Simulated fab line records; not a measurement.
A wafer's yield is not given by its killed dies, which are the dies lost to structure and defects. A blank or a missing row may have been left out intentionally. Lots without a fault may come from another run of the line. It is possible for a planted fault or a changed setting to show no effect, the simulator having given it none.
What tool caused it? -- flow rit_cmos -- Sampling: 14 lots, 42 wafers, 6 of 202 route steps

## WHAT THE GAUGES SHOWED, per wafer
RIT_GATE_CD_MEAS_16 targets a cd of 150 nm. Usual: 150.1 nm for cd_nm, sd 2.
lot,measured,on,cd_nm (nm),flag
L171,day 2 12:34,cd_sem-02,149.3 146.8 147.0,
L172,day 2 17:31,cd_sem-01,150.0 148.4 151.6,
L174,day 3 03:39,cd_sem-02,152.3 150.1 150.3,
L175,day 3 11:50,cd_sem-01,149.7 149.8 150.1,
L176,day 3 17:57,cd_sem-01,153.5 151.4 152.8,
L177,day 4 01:14,cd_sem-01,152.8 153.3 149.7,
L178,day 4 03:44,cd_sem-01,150.8 150.6 153.7,
L179,day 4 14:16,cd_sem-01,149.0 148.9 149.3,
L182,day 5 01:58,cd_sem-01,149.7 150.1 148.4,
L184,day 5 06:42,cd_sem-01,148.8 150.1 148.8,
L186,day 5 16:43,cd_sem-01,149.6 150.1 150.2,
L191,day 6 16:34,cd_sem-01,150.0 148.8 147.0,
L192,day 6 22:14,cd_sem-02,153.1 151.1 150.8,
L194,day 7 11:09,cd_sem-02,147.2 148.6 144.4,

RIT_M1_RS_MEAS_01: measures by four-point-probe. Usual: M1_AL_RS typically reads 0.0732 ohm/sq, with standard deviation 0.0011.
lot,measured,on,M1_AL_RS (ohm/sq),flag
L171,day 3 05:17,film_metro-02,0.0734 0.0735 0.0717,
L172,day 3 11:19,film_metro-02,0.0748 0.0742 0.0746,
L174,day 3 21:46,film_metro-01,0.0726 0.0738 0.0739,
L175,day 4 05:37,film_metro-01,0.0736 0.0736 0.0735,
L176,day 4 12:47,film_metro-01,0.0704 0.0712 0.0715,
L177,day 4 17:48,film_metro-03,0.0738 0.0730 0.0727,
L178,day 4 20:59,film_metro-03,0.0716 0.0725 0.0713,
L179,day 5 07:58,film_metro-03,0.0723 0.0731 0.0747,
L182,day 5 18:31,film_metro-01,0.0825 0.0819 0.0830,OFF
L184,day 5 23:40,film_metro-01,0.0795 0.0828 0.0816,OFF
L186,day 6 09:06,film_metro-02,0.0736 0.0737 0.0734,
L191,day 7 08:50,film_metro-01,0.0740 0.0738 0.0727,
L192,day 7 15:19,film_metro-01,0.0725 0.0714 0.0722,
L194,day 8 04:29,film_metro-01,0.0739 0.0743 0.0733,

RIT_M1_THK_MEAS_02: measures by xrf. Usual: M1_AL_THK typically reads 408 nm, with standard deviation 6.2.
lot,measured,on,M1_AL_THK (nm),flag
L171,day 3 05:23,film_metro-02,410 408 417,
L172,day 3 11:26,film_metro-02,402 402 400,
L174,day 3 21:53,film_metro-01,411 409 403,
L175,day 4 05:44,film_metro-01,404 403 405,
L176,day 4 12:54,film_metro-01,423 418 413,
L177,day 4 17:53,film_metro-03,404 408 409,
L178,day 4 21:05,film_metro-03,415 410 420,
L179,day 5 08:05,film_metro-03,409 405 397,
L182,day 5 18:38,film_metro-01,366 364 363,OFF
L184,day 5 23:46,film_metro-01,377 365 370,OFF
L186,day 6 09:13,film_metro-02,403 405 407,
L191,day 7 08:58,film_metro-01,404 406 415,
L192,day 7 15:26,film_metro-01,414 419 415,
L194,day 8 04:36,film_metro-01,403 401 405,

RIT_M1_CD_MEAS_09 targets a cd of 2600 nm. Usual: 2600.2 nm for cd_nm, sd 2.2.
lot,measured,on,cd_nm (nm),flag
L171,day 3 06:28,cd_sem-01,2600.2 2601.0 2600.2,
L172,day 3 12:22,cd_sem-02,2599.1 2598.3 2596.9,
L174,day 3 22:57,cd_sem-01,2598.4 2600.4 2597.4,
L175,day 4 06:48,cd_sem-01,2602.7 2603.2 2604.7,
L176,day 4 13:58,cd_sem-01,2604.4 2601.8 2604.6,
L177,day 4 19:07,cd_sem-01,2601.9 2599.7 2601.0,
L178,day 4 22:10,cd_sem-01,2598.8 2601.2 2601.4,
L179,day 5 09:16,cd_sem-01,2599.0 2598.4 2599.8,
L182,day 5 19:43,cd_sem-01,2599.7 2598.3 2600.1,
L184,day 6 01:05,cd_sem-01,2599.2 2599.3 2596.7,
L186,day 6 10:16,cd_sem-01,2599.7 2602.7 2601.8,
L191,day 7 09:54,cd_sem-02,2603.1 2603.0 2604.3,
L192,day 7 16:31,cd_sem-02,2599.5 2600.6 2600.3,
L194,day 8 05:40,cd_sem-01,2602.6 2600.8 2602.9,

## TOOL THAT RAN EACH LOT (tool first, then ch and the chambers of the sampled wafers, then the start)
lot,RIT_PLDD_STRIP_09,RIT_M1_SPUTTER_00
L171,"plasma_asher-03 ch 0,1, day 2 19:11","pvd_sputter-02, day 3 04:57"
L172,"plasma_asher-03 ch 0,1, day 3 00:59","pvd_sputter-03, day 3 11:01"
L174,"plasma_asher-02 ch 0,1, day 3 11:40","pvd_sputter-01, day 3 21:28"
L175,"plasma_asher-01 ch 0,1, day 3 19:39","pvd_sputter-02, day 4 05:19"
L176,"plasma_asher-01 ch 0,1, day 4 02:35","pvd_sputter-01, day 4 12:29"
L177,"plasma_asher-03 ch 0,1, day 4 07:34","pvd_sputter-02, day 4 17:35"
L178,"plasma_asher-02 ch 0,1, day 4 10:56","pvd_sputter-01, day 4 20:38"
L179,"plasma_asher-01 ch 0,1, day 4 21:56","pvd_sputter-02, day 5 07:41"
L182,"plasma_asher-03 ch 0,1, day 5 08:38","pvd_sputter-02, day 5 18:13"
L184,"plasma_asher-03 ch 0,1, day 5 14:06","pvd_sputter-02, day 5 23:20"
L186,"plasma_asher-02 ch 0,1, day 5 23:14","pvd_sputter-03, day 6 08:48"
L191,"plasma_asher-02 ch 0,1, day 6 23:00","pvd_sputter-03, day 7 08:33"
L192,"plasma_asher-02 ch 0,1, day 7 05:33","pvd_sputter-01, day 7 15:01"
L194,"plasma_asher-03 ch 0,1, day 7 18:45","pvd_sputter-03, day 8 04:11"
- RIT_PLDD_STRIP_09: strips in O2, time 180 s.
- RIT_M1_SPUTTER_00: material Al, target thk 400 nm, time 500 s.

## AS READ BY THE TOOLS THEMSELVES (means over the sampled wafers that have a number; for cases with no such wafer, the mark the record gives instead)
RIT_PLDD_STRIP_09. Usual: chamber_pressure_mTorr 4000 mTorr, standard deviation 3.6; drypump_motor_current_A 5.8 A, standard deviation 0.38.
lot,tool,chamber_pressure_mTorr (mTorr),drypump_motor_current_A (A),flag
L171,plasma_asher-03,3999,5.6,
L172,plasma_asher-03,3999,5.6,
L174,plasma_asher-02,3998,5.4,
L175,plasma_asher-01,4001,6.2,
L176,plasma_asher-01,4002,6.3,
L177,plasma_asher-03,3996,5.6,
L178,plasma_asher-02,3999,5.4,
L179,plasma_asher-01,4002,6.2,
L182,plasma_asher-03,3998,5.9,
L184,plasma_asher-03,4001,5.9,
L186,plasma_asher-02,3998,5.4,
L191,plasma_asher-02,4000,5.4,
L192,plasma_asher-02,3999,5.4,
L194,plasma_asher-03,4001,5.6,

RIT_M1_SPUTTER_00. Usual: 30.6 % for throttle_valve_pct, sd 1.2.
lot,tool,throttle_valve_pct (%),flag
L171,pvd_sputter-02,30.7,
L172,pvd_sputter-03,30.6,
L174,pvd_sputter-01,30.2,
L175,pvd_sputter-02,31.0,
L176,pvd_sputter-01,30.8,
L177,pvd_sputter-02,30.2,
L178,pvd_sputter-01,30.4,
L179,pvd_sputter-02,30.6,
L182,pvd_sputter-02,30.3,
L184,pvd_sputter-02,30.7,
L186,pvd_sputter-03,30.3,
L191,pvd_sputter-03,30.4,
L192,pvd_sputter-01,30.2,
L194,pvd_sputter-03,30.2,

## THE ANSWER, worked out from the rows above alone
Rule: take the mean of a lot's wafers that have a number; if it is more than 3 standard deviations from the usual mean, the lot is off. Also off: a lot with no number at a reading for which 4 or more lots have one. Any other lot the step has rows for is counted as sound. After the gauges, taken in route order, come the tools' own readings; for these a lot's mean is taken, as printed above. The first step at which some lot is off is used, and at that step the reading that is off furthest; a lot without a number counts as furthest.
Off: L182, L184, at RIT_M1_RS_MEAS_01 (M1_AL_RS).
If a tool, at a process step before that reading, ran all the lots that are off and no sound lot after the first of them, it fits. Gauges at RIT_M1_RS_MEAS_01: tried the same way as those tools. One candidate fits, namely pvd_sputter-02 at RIT_M1_SPUTTER_00. A fault onset in the window from L179 (day 5 07:41, its last sound lot) to L182 (day 5 18:13, its first lot off) fits.

## WHAT THE SIMULATOR HAD PUT IN
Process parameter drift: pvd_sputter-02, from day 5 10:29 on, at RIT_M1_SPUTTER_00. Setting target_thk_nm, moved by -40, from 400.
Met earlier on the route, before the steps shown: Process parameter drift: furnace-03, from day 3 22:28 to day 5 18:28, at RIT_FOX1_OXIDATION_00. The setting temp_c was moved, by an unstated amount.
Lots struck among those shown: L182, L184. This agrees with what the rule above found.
